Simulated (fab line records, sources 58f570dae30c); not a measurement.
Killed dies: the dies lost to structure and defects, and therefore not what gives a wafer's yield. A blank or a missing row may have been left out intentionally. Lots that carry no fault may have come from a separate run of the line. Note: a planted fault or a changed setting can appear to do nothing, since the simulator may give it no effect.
fab line records    flow berkeleyCmos170
[record] lots = 5  wafers = 15  lastDay = 11
route steps=331 shown NLDD@166 SPACER@171 PSD@175
lots that met no fault: from a run of the same line without faults
startH: the number of hours between the record's first day and the start of the first shown wafer of the lot    waitH: hours elapsed since this lot's preceding step    " identical to the entry in the row above    L1.1+2: a single row standing in for several wafers    - no value present, or no start provided    * or withheld: withheld    < > ~ a bound
route shown NAME@n: a module of which the file shows steps, and the number in the route of the first    usual: mean/standard deviation of fault-free wafers    same: alike in all rows    chamber/n: place in a boat    sites: readings site by site    _std_site: the values' standard deviation    _edge_site: mean of outer sites minus mean of inner sites    radiusMm: for every site, how far away it sits from the centre of the wafer    mask NAME#n: copy n    behind: the tool/chamber that last shaped the wafer    hold: cause of the lot's hold/its duration in hours/its outcome    device: transistor that didn't switch, given as n, p or np    end of line: tests of these same wafers at the route's end    a step with no rows: only its recipe    killed: at the first sort, the dies lost to defects and structure; wafer yield is something else    map: a wafer's dies, marking killed ones x, the rest . and places with no die _
set.NAME: the run value of the setting; set.NAME@STEP: its run value at that earlier step    model.NAME: the simulator's own value behind a step, which no gauge read
lots at selected steps of the route; one table per step, one row per wafer
services: a tool's chamber out of use, with start hour (startH, from the record's first day; less than 0 if before it), hours out, and reason
[[steps]]
[step UCB170_NLDD_IMPLANT_08]
[recipe] species = As  doseCm2 = 5e+13  energyKev = 30  tiltDeg = 7  rotationDeg = 0
[step UCB170_NLDD_IMPLANT_09]
[recipe] species = As  doseCm2 = 5e+13  energyKev = 30  tiltDeg = 7  rotationDeg = 180
[step UCB170_NLDD_STRIP_10]
[recipe] chemistry = O2  powerW = 400  pressureMtorr = 3500  platenTempC = withheld  o2FlowSccm = 400  overashFraction = 0.5
[usual] drypumpMotorCurrentA = 5.9/0.63  oesProductAu = 0.734/0.0047  stripTimeToEndpointS = 21.64/0.065
lot.wafer  tool            chamber  startH  waitH  drypumpMotorCurrentA  oesProductAu  rfHoursCounterH  stripTimeToEndpointS
L762.1     plasmaAsher-03  0        137.90  0.1    6.2                   0.735         43               21.63
L762.3     "               0        "       "      6.2                   0.737         -                21.62
L762.5     "               1        "       "      6.2                   0.735         -                21.64
L769.2     plasmaAsher-02  0        156.55  0.1    5.7                   0.730         45               21.62
L769.4     "               1        "       "      5.5                   0.734         -                21.58
L769.5     "               1        "       "      5.5                   0.729         -                21.63
L764.1     plasmaAsher-04  0        157.09  0.1    4.9                   0.737         5                21.68
L764.4     "               1        "       "      6.7                   0.727         -                21.75
L764.5     "               1        "       "      6.6                   0.747         -                21.72
L774.1     plasmaAsher-03  1        190.07  0.1    6.2                   0.734         51               21.58
L774.2     "               0        "       "      6.2                   0.730         51               21.57
L774.4     "               1        "       "      6.2                   0.740         -                21.62
L783.1     plasmaAsher-04  0        232.50  0.1    4.9                   0.732         14               21.54
L783.3     "               1        "       "      6.6                   0.734         -                21.68
L783.6     "               0        "       "      4.9                   0.730         -                21.56
[step UCB170_NLDD_TW_MEAS_11]
[usual] NLDD_TW = 2239/23
lot.wafer  tool          chamber  startH  waitH  NLDD_TW
L762.1     filmMetro-02  -        138.00  0.1    2221
L762.3     "             -        "       "      2211
L762.5     "             -        "       "      2223
L769.2     filmMetro-03  -        156.66  0.1    2258
L769.4     "             -        "       "      2264
L769.5     "             -        "       "      2267
L764.1     filmMetro-03  -        157.19  0.1    2259
L764.4     "             -        "       "      2261
L764.5     "             -        "       "      2261
L774.1     filmMetro-01  -        190.17  0.1    2222
L774.2     "             -        "       "      2244
L774.4     "             -        "       "      2222
L783.1     filmMetro-02  -        232.60  0.1    2209
L783.3     "             -        "       "      2215
L783.6     "             -        "       "      2202
[step UCB170_NLDD_CLEAN_12]
[recipe] chemistry = SPM  tempC = 120  timeS = 600
[step UCB170_SPACER_CVD_00]
[recipe] material = SiO2  targetThkNm = 376  tempC = 390  precursor = TEOS/O2  timeS = 47  rfW = 550  pressureMtorr = 9000
[usual] heaterPowerW = 271/58
lot.wafer  tool      chamber  startH  waitH  heaterPowerW
L762.1     pecvd-04  1        138.23  0.0    341
L762.3     "         0        "       "      213
L762.5     "         1        "       "      251
L769.2     pecvd-01  2        156.89  0.0    333
L769.4     "         1        "       "      336
L769.5     "         0        "       "      220
L764.1     pecvd-02  1        157.44  0.0    167
L764.4     "         2        "       "      323
L764.5     "         1        "       "      188
L774.1     pecvd-04  1        193.33  0.0    254
L774.2     "         0        "       "      233
L774.4     "         1        "       "      274
L783.1     pecvd-04  2        232.84  0.0    209
L783.3     "         0        "       "      205
L783.6     "         1        "       "      333
[step UCB170_SPACER_THK_MEAS_01]
[recipe] reads = SiO2_of_SPACER_CVD_00
[usual] SPACER_TEOS_THK = 376/6.1
lot.wafer  tool          chamber  startH  waitH  SPACER_TEOS_THK[nm]
L762.1     filmMetro-04  -        138.28  0.0    374
L762.3     "             -        "       "      378
L762.5     "             -        "       "      381
L769.2     filmMetro-03  -        156.94  0.0    372
L769.4     "             -        "       "      379
L769.5     "             -        "       "      376
L764.1     filmMetro-04  -        157.48  0.0    369
L764.4     "             -        "       "      377
L764.5     "             -        "       "      379
L774.1     filmMetro-04  -        193.41  0.1    378
L774.2     "             -        "       "      376
L774.4     "             -        "       "      386
L783.1     filmMetro-04  -        232.88  0.0    366
L783.3     "             -        "       "      375
L783.6     "             -        "       "      381
[step UCB170_SPACER_ANNEAL_02]
[recipe] tempC = 900  timeS = 1800  ambient = N2
[step UCB170_SPACER_ETCHBACK_03]
[recipe] stopOn = Si  target = SiO2  chemistry = CHF3/CF4/Ar  CHF3_flow_sccm = 50  cf4FlowSccm = 10  Ar_flow_sccm = 120  pressureMtorr = 200  rfW = 500  targetDepthA = 3760  timeS = 100
[usual] drypumpMotorCurrentA = 5.7/0.42  oesProductAu = 0.905/0.021  throttleValvePct = 6.51/0.12
lot.wafer  tool        chamber  startH  waitH  drypumpMotorCurrentA  oesProductAu  rfHoursCounterH  throttleValvePct
L762.1     rieDiel-04  0        142.83  0.0    5.3                   0.900         81               6.49
L762.3     "           1        "       "      5.9                   0.935         126              6.45
L762.5     "           3        "       "      5.8                   0.906         -                6.74
L769.2     rieDiel-01  1        159.68  0.0    5.7                   0.865         18               6.56
L769.4     "           2        "       "      5.4                   0.930         8                6.58
L769.5     "           2        "       "      5.4                   0.922         -                6.58
L764.1     rieDiel-03  1        159.75  0.1    5.0                   0.912         125              6.38
L764.4     "           2        "       "      5.7                   0.903         11               6.71
L764.5     "           2        "       "      5.7                   0.912         -                6.69
L774.1     rieDiel-01  2        198.30  0.0    5.4                   0.922         10               6.58
L774.2     "           3        "       "      6.2                   0.904         54               6.46
L774.4     "           1        "       "      5.6                   0.887         -                6.53
L783.1     rieDiel-04  2        236.99  0.0    5.3                   0.867         2                6.39
L783.3     "           3        "       "      5.8                   0.886         34               6.75
L783.6     "           1        "       "      5.9                   0.925         -                6.44
[step UCB170_PSD_HMDS_00]
[recipe] primeTimeS = 60  primeTempC = 100
[step UCB170_PSD_COAT_01]
[recipe] resist = KrF  spinRpm = 1500  resistThkNm = 900
[step UCB170_PSD_SOFTBAKE_02]
[recipe] resist = KrF  tempC = 130  timeS = 60
[step UCB170_PSD_EXPOSE_03]
[recipe] maskId = PSELECT_MOD  na = 0.5  sigmaOuter = 0.6  sourceShape = conventional  targetCdNm = 1200  doseMj = 30
[same] sigmaOuter = 0.6
lot.wafer   tool           chamber  startH  waitH  mask
L762.1+3+5  krfScanner-01  0        143.62  0.1    PSELECT_MOD#0
L769.2+4+5  krfScanner-02  0        161.17  0.5    PSELECT_MOD#0
L764.1+4+5  krfScanner-01  0        161.51  0.4    PSELECT_MOD#0
L774.1+2+4  krfScanner-02  0        198.82  0.1    NSELECT_MOD#0
L783.1+3+6  krfScanner-01  0        237.87  0.5    PSELECT_MOD#0
[step UCB170_PSD_PEB_04]
[recipe] pebTempC = 130  pebTimeS = withheld  resist = KrF
[step UCB170_PSD_DEVELOP_05]
[recipe] developer = TMAH  developTimeS = 45  resist = KrF  devTempC = 21
[step UCB170_PSD_CD_MEAS_06]
[recipe] targetCdNm = 1200
[usual] cdNm = 1199.7/1.4
lot.wafer  tool      chamber  startH  waitH  cdNm
L762.1     cdSem-02  -        144.50  -      1201.1
L762.3     "         -        "       "      1200.4
L762.5     "         -        "       "      1199.3
L769.2     cdSem-01  -        161.82  -      1198.6
L769.4     "         -        "       "      1199.4
L769.5     "         -        "       "      1199.9
L764.1     cdSem-02  -        162.46  -      1198.8
L764.4     "         -        "       "      1199.8
L764.5     "         -        "       "      1200.5
L774.1     cdSem-01  -        199.21  -      -
L774.2     "         -        "       "      -
L774.4     "         -        "       "      -
L783.1     cdSem-01  -        238.27  -      1203.0
L783.3     "         -        "       "      1200.6
L783.6     "         -        "       "      1202.8
[step UCB170_PSD_OVL_MEAS_07]
[usual] PSD_OVL = 0/5.7
lot.wafer  tool        chamber  startH  waitH  PSD_OVL[nm]
L762.1     overlay-01  -        144.62  0.1    1
L762.3     "           -        "       "      4
L762.5     "           -        "       "      -1
L769.2     overlay-01  -        161.93  0.1    2
L769.4     "           -        "       "      0
L769.5     "           -        "       "      9
L764.1     overlay-01  -        162.58  0.1    5
L764.4     "           -        "       "      -4
L764.5     "           -        "       "      -1
L774.1     overlay-02  -        199.33  0.1    -
L774.2     "           -        "       "      -
L774.4     "           -        "       "      -
L783.1     overlay-01  -        238.39  0.1    -2
L783.3     "           -        "       "      7
L783.6     "           -        "       "      7
[step UCB170_PSD_IMPLANT_08]
[recipe] species = B  doseCm2 = 3e+15  energyKev = 20  tiltDeg = 7
[step UCB170_PSD_STRIP_09]
[recipe] chemistry = O2  powerW = 400  pressureMtorr = 3500  platenTempC = withheld  o2FlowSccm = 400  overashFraction = 0.5
[usual] drypumpMotorCurrentA = 5.8/0.31  oesProductAu = 0.600/0.0044  stripTimeToEndpointS = 29.38/0.073
lot.wafer  tool            chamber  startH  waitH  drypumpMotorCurrentA  oesProductAu  rfHoursCounterH  stripTimeToEndpointS
L762.1     plasmaAsher-01  1        144.81  0.1    5.5                   0.600         33               29.44
L762.3     "               1        "       "      5.5                   0.605         -                29.44
L762.5     "               1        "       "      5.5                   0.595         -                29.54
L769.2     plasmaAsher-03  1        162.11  0.1    6.2                   0.597         47               29.44
L769.4     "               0        "       "      6.2                   0.603         -                29.31
L769.5     "               0        "       "      6.2                   0.594         -                29.38
L764.1     plasmaAsher-03  1        162.76  0.1    6.2                   0.604         47               29.35
L764.4     "               1        "       "      6.2                   0.594         -                29.37
L764.5     "               0        "       "      6.2                   0.596         -                29.39
L774.1     plasmaAsher-02  1        199.52  0.1    5.5                   0.599         51               29.33
L774.2     "               0        "       "      5.7                   0.594         51               29.30
L774.4     "               1        "       "      5.4                   0.596         -                29.37
L783.1     plasmaAsher-01  1        238.57  0.1    5.5                   0.597         44               29.24
L783.3     "               0        "       "      5.8                   0.598         -                29.29
L783.6     "               1        "       "      5.5                   0.601         -                29.27
[step UCB170_PSD_TW_MEAS_10]
[usual] PSD_TW = 2352/21
lot.wafer  tool          chamber  startH  waitH  PSD_TW
L762.1     filmMetro-02  -        144.91  0.1    2339
L762.3     "             -        "       "      2325
L762.5     "             -        "       "      2360
L769.2     filmMetro-01  -        162.22  0.1    2368
L769.4     "             -        "       "      2360
L769.5     "             -        "       "      2344
L764.1     filmMetro-03  -        162.86  0.1    2377
L764.4     "             -        "       "      2386
L764.5     "             -        "       "      2370
L774.1     filmMetro-01  -        199.62  0.1    30
L774.2     "             -        "       "      30
L774.4     "             -        "       "      30
L783.1     filmMetro-01  -        238.67  0.1    2345
L783.3     "             -        "       "      2355
L783.6     "             -        "       "      2350
[step UCB170_PSD_CLEAN_11]
[recipe] chemistry = SPM  tempC = 120  timeS = 600
[[services]]
tool            chamber  startH  hours  kind
krfScanner-02   -        114.45  4.4    pm
plasmaAsher-04  0        117.75  -      clean
plasmaAsher-04  1        117.75  -      clean
pecvd-01        -        127.56  1.0    repair
krfScanner-01   -        129.60  1.6    repair
pecvd-02        0        141.45  14.2   repair
krfScanner-02   -        141.81  0.8    pm
rieDiel-03      -        156.84  0.6    repair
rieDiel-04      3        159.55  4.7    repair
rieDiel-04      2        160.71  2.1    repair
rieDiel-04      2        164.27  -      clean
rieDiel-04      2        164.27  25.3   scheduledDown
krfScanner-02   -        169.03  3.6    pm
krfScanner-02   -        173.44  0.6    repair
krfScanner-01   -        177.07  1.0    pm
rieDiel-01      1        184.20  7.6    repair
rieDiel-01      0        193.88  22.3   repair
krfScanner-02   -        194.81  1.3    pm
plasmaAsher-01  -        211.22  0.7    repair
rieDiel-01      1        212.77  5.0    repair
pecvd-01        -        215.58  5.5    pm
plasmaAsher-02  -        215.74  5.9    repair
plasmaAsher-03  -        225.04  2.9    repair
krfScanner-01   -        226.89  1.3    pm
[[key]]
[firstSign] step = UCB170_PSD_EXPOSE_03  reading = mask  direction = changed
[effect] step = UCB170_PSD_CD_MEAS_06  reading = cdNm  direction = missing
[effect] step = UCB170_PSD_OVL_MEAS_07  reading = PSD_OVL  direction = missing
[effect] step = UCB170_PSD_TW_MEAS_10  reading = PSD_TW  direction = down  sigmas = 99+  usual = 2352  struck = 30
metAt UCB170_PSD_EXPOSE_03
struckWafers L774.1,L774.2,L774.4
sortLeftOut L774.1,L774.2,L774.4
testerLeftOut L774
onsetBetween 161.17 198.82
[fault] kind = wrongMask  tool = any  chamber = -  onsetH = 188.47  steps = UCB170_PSD_EXPOSE_03  auxCopy = NSELECT_MOD#0  scope = struckLotsOnly
// testerLeftOut: of these lots the tester's yield and bins aren't shown, on N5 and GAA mostly nor the transistor test; their killed dies are dies lost to structure and defects alone, not to doping, threshold or leakage, so they don't give the yield
// sortLeftOut: the simulated sort isn't trusted on such a fault, so these wafers' sort isn't shown, and their yield isn't known
